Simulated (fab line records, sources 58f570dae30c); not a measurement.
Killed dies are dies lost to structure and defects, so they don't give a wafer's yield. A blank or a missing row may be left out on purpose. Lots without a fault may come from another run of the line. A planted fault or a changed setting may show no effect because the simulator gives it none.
Chamber matching | flow berkeley_cmos170 | UCB170_M2_ETCH_17 on rie_diel-03: 4 sister chambers
The step etches BARC in N2/H2. 8 wafers are shown with their chamber, then 7 later ones without.

WAFERS WITH THEIR CHAMBER
wafer  | chamber | throttle_valve_pct (%) | drypump_motor_current_A (A)
L540.2 | 2       | 13.26                  | 5.6
L540.5 | 2       | 13.26                  | 5.6
L551.3 | 3       | 13.43                  | 6.0
L551.5 | 0       | 13.34                  | 5.9
L555.5 | 0       | 13.30                  | 5.9
L555.6 | 1       | 13.34                  | 5.8
L556.2 | 3       | 13.42                  | 6.1
L556.4 | 1       | 13.34                  | 5.8

WAFERS WITHOUT THEIR CHAMBER
wafer  | throttle_valve_pct (%) | drypump_motor_current_A (A)
L556.5 | 13.27                  | 5.5
L559.4 | 13.34                  | 5.7
L559.5 | 13.28                  | 5.5
L559.6 | 13.43                  | 6.0
L558.1 | 13.45                  | 6.0
L558.3 | 13.27                  | 5.6
L558.4 | 13.33                  | 5.9

WHICH CHAMBER EACH WENT THROUGH
wafer  | from the rows above | in truth
L556.5 | 2                   | 2
L559.4 | 1                   | 1
L559.5 | 2                   | 2
L559.6 | 3                   | 3
L558.1 | 3                   | 3
L558.3 | 2                   | 2
L558.4 | 0                   | 0
Placed correctly: 7 of 7. Can't be placed from these rows: 0. Placed wrongly: 0.
How it was worked out, from the rows above alone: a wafer's distance from a chamber is the root of the sum, over the readings, of the square of ((its reading less the chamber's mean) divided by the reading's scatter). The wafer belongs to the nearest chamber; if the next one is less than 2 further off, it can't be placed. A chamber's mean is the mean of its shown wafers. The scatter: the root of (the sum of the squares of (reading less its chamber's mean) over the shown wafers, divided by (wafers less chambers)).
